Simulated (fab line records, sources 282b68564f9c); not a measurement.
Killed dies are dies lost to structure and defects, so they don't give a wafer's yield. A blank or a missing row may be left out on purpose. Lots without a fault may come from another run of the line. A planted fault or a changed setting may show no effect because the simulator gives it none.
Tool commonality check | flow rit_cmos | 15 lots, 45 wafers sampled

WHY IT WAS OPENED
At RIT_ACTIVE_THK_MEAS_04 the reading ACTIVE_NITRIDE_THK is flagged on 3 of 15 lots. Wafers without a fault read 150.8 nm, standard deviation 1.3.
Rule: a lot is flagged when every wafer of it that has a number lies more than 4 standard deviations from that mean, or none has a number. The other lots count as sound.

lot  | measured    | on            | ACTIVE_NITRIDE_THK (nm), wafer by wafer | flag
L890 | day 1 13:52 | film_metro-04 | 150.7 152.0 152.0                       |
L891 | day 1 18:32 | film_metro-03 | 153.0 152.5 151.5                       |
L892 | day 1 23:40 | film_metro-01 | 150.2 150.0 150.2                       |
L893 | day 2 05:16 | film_metro-03 | 149.5 149.6 149.9                       |
L895 | day 2 16:13 | film_metro-01 | 140.0 140.5 139.8                       | FLAGGED
L896 | day 2 20:37 | film_metro-03 | 139.5 139.8 139.7                       | FLAGGED
L898 | day 3 05:32 | film_metro-01 | 138.5 140.5 139.5                       | FLAGGED
L904 | day 4 13:35 | film_metro-03 | 151.0 151.4 150.6                       |
L905 | day 4 17:31 | film_metro-04 | 152.1 152.8 152.0                       |
L907 | day 5 04:39 | film_metro-01 | 151.6 152.3 151.8                       |
L908 | day 5 10:55 | film_metro-01 | 151.7 151.4 152.1                       |
L910 | day 5 18:42 | film_metro-04 | 151.7 149.6 150.4                       |
L911 | day 6 03:10 | film_metro-04 | 151.6 150.3 150.6                       |
L912 | day 6 08:15 | film_metro-04 | 148.7 148.3 148.7                       |
L913 | day 6 10:30 | film_metro-03 | 151.4 151.1 150.7                       |
The numbers of the flagged lots are 139.8 nm on average: -11.0 nm against the usual, or -8 standard deviations.

WHICH TOOL RAN EACH LOT
The record holds 1 process step before the reading, out of a route of 202 steps. In each cell: the tool, then ch and the chambers that the sampled wafers went through, then the start.
lot  | flag    | RIT_ACTIVE_CVD_03
L890 |         | lpcvd-02 ch 1, day 1 12:28
L891 |         | lpcvd-02 ch 1, day 1 17:07
L892 |         | lpcvd-02 ch 1, day 1 22:14
L893 |         | lpcvd-01 ch 1, day 2 03:50
L895 | FLAGGED | lpcvd-02 ch 1, day 2 14:48
L896 | FLAGGED | lpcvd-02 ch 0, day 2 19:11
L898 | FLAGGED | lpcvd-02 ch 0, day 3 04:07
L904 |         | lpcvd-01 ch 0, day 4 12:09
L905 |         | lpcvd-01 ch 1, day 4 15:24
L907 |         | lpcvd-01 ch 1, day 5 03:13
L908 |         | lpcvd-01 ch 0, day 5 09:31
L910 |         | lpcvd-01 ch 0, day 5 17:16
L911 |         | lpcvd-01 ch 0, day 6 01:02
L912 |         | lpcvd-02 ch 1, day 6 06:50
L913 |         | lpcvd-01 ch 1, day 6 09:05
What these steps do:
- RIT_ACTIVE_CVD_03: deposits Si3N4 from SiH2Cl2/NH3, target thk 150 nm, time 1500 s.
- RIT_ACTIVE_THK_MEAS_04

FLAGGED OVER TOTAL, TOOL BY TOOL (the gauges that took the reading come last)
step                   | tool          | lots run | flagged | share of the flagged lots | sound lots run after its first flagged lot
RIT_ACTIVE_CVD_03      | lpcvd-01      | 8        | 0       | none                      | -
RIT_ACTIVE_CVD_03      | lpcvd-02      | 7        | 3       | all                       | 1 (L912)
RIT_ACTIVE_THK_MEAS_04 | film_metro-01 | 5        | 2       | some                      | 2 (L907,L908)
RIT_ACTIVE_THK_MEAS_04 | film_metro-03 | 5        | 1       | some                      | 2 (L904,L913)
RIT_ACTIVE_THK_MEAS_04 | film_metro-04 | 5        | 0       | none                      | -

WHAT THE TABLE ALLOWS
1 row of the table ran every flagged lot: lpcvd-02 at RIT_ACTIVE_CVD_03.
- lpcvd-02 at RIT_ACTIVE_CVD_03: 3 of its 7 lots flagged. Sound lots ran on it after the first flagged one (L912), which a lasting fault on the whole tool wouldn't allow. On the flagged lots its readings are blank where sound lots have values: susceptor_temp_C.
No row of the table ran every flagged lot and no sound lot after the first.

WHAT THE SIMULATOR HAD PUT IN
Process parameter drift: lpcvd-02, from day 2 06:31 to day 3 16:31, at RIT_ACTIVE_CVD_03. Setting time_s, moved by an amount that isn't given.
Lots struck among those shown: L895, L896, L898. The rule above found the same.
